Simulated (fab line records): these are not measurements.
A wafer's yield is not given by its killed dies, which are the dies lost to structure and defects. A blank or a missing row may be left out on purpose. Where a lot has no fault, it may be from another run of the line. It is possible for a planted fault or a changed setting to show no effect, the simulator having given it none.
Problem report, 8D (eight disciplines) form, completed by code ; flow berkeley-cmos170 ; the parts of the form that need people (team, actions taken, sign-off) are left out

## 1. WHAT WENT WRONG
At UCB170_M1_CD_MEAS_09, cd-nm averages 676.5 nm over 6 wafers from 2 lots, while fault-free wafers read 700.4 nm, standard deviation 1.3. That is -18 standard deviations from the usual mean.
The step: target cd 700 nm.
First observed at day 11 05:41: wafer L440.2, on cd-sem-01. Wafers with a number at this step in the record: 33, from 11 lots. Rule for "out", or "out of limits": more than 4 standard deviations from the usual mean. Any other wafer with a number is counted as sound.

## 2. WHAT THIS IS AND IS NOT
question;is;is not
which readings at this step;cd-nm;-
which lots;L440, L442;L423, L424, L425, L426, L427, L428, L429, L430, L446
which wafers of those lots;all that have a number;-
read on which gauges;cd-sem-01;cd-sem-02
when;from day 11 05:41;"up to then (24 sound wafers); but 3 sound wafers of L446 came after"

## 3. THE SUSPECTS, EACH WITH WHAT RULES IT OUT
Counting: a tool stays on the suspect list if, at a process step up to the reading, it processed all lots that are out and no sound lot following the first of them.
- the gauge at UCB170_M1_CD_MEAS_09 has been ruled out. All the wafers that are out were read on cd-sem-01, but those of them that UCB170_M1_STRIP_13 has rows for are out there too, on other tools.
- plasma-asher-03 at UCB170_NVT_STRIP_08 (strips in O2): ruled out as a lasting fault. Sound lots L446 ran on it after its first lot that is out, L440 (day 9 14:29).
- litho-track-01 at UCB170_M1_COAT_04 (resist thk 900 nm): kept. It ran every lot that is out, first L440 (day 11 04:00), and no sound lot after that; its last sound lot up to then is L430 (day 8 09:00).
The count leaves litho-track-01 at UCB170_M1_COAT_04.

## 4. THE CAUSE (what the simulator had put in)
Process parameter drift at UCB170_M1_COAT_04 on litho-track-01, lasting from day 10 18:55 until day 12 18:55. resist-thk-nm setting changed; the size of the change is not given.
Only this tool survived the counting.

## 5. SEQUENCE OF EFFECTS, ordered by route
Rows list readings where the struck wafers' mean (over those with a number) sits beyond 3 standard deviations from the usual. Scope: only readings with a usual standard deviation given in the record; hours: median across lots of the time from each lot's start at the first step in this table that gives one to its start at this step; sigmas: change in usual standard deviations.
hours;step;reading;usual;on struck wafers;change;sigmas
0;UCB170_M1_CD_MEAS_09;cd-nm;700.4 nm;676.5;-23.9;-18
0;UCB170_M1_STRIP_13;oes-product-au;0.720 a.u.;0.362;-0.358;-83
It contains these process steps:
- UCB170_M1_STRIP_13: strips in O2.

## 6. HOW IT WOULD HAVE BEEN CAUGHT EARLIER
The first out-of-limits reading at a measuring or inspecting step in this record came at day 11 05:41, 11 hours after the fault's start at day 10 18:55.
No tool reading at UCB170_M1_COAT_04 that has a usual standard deviation in the record was out on any struck wafer, so an alarm limit of 4 standard deviations on those readings would not have fired.
Among the 2 lots that are out, L442 began UCB170_M1_COAT_04 on litho-track-01 after day 11 05:41. A tool hold placed at that time would have kept it from harm.
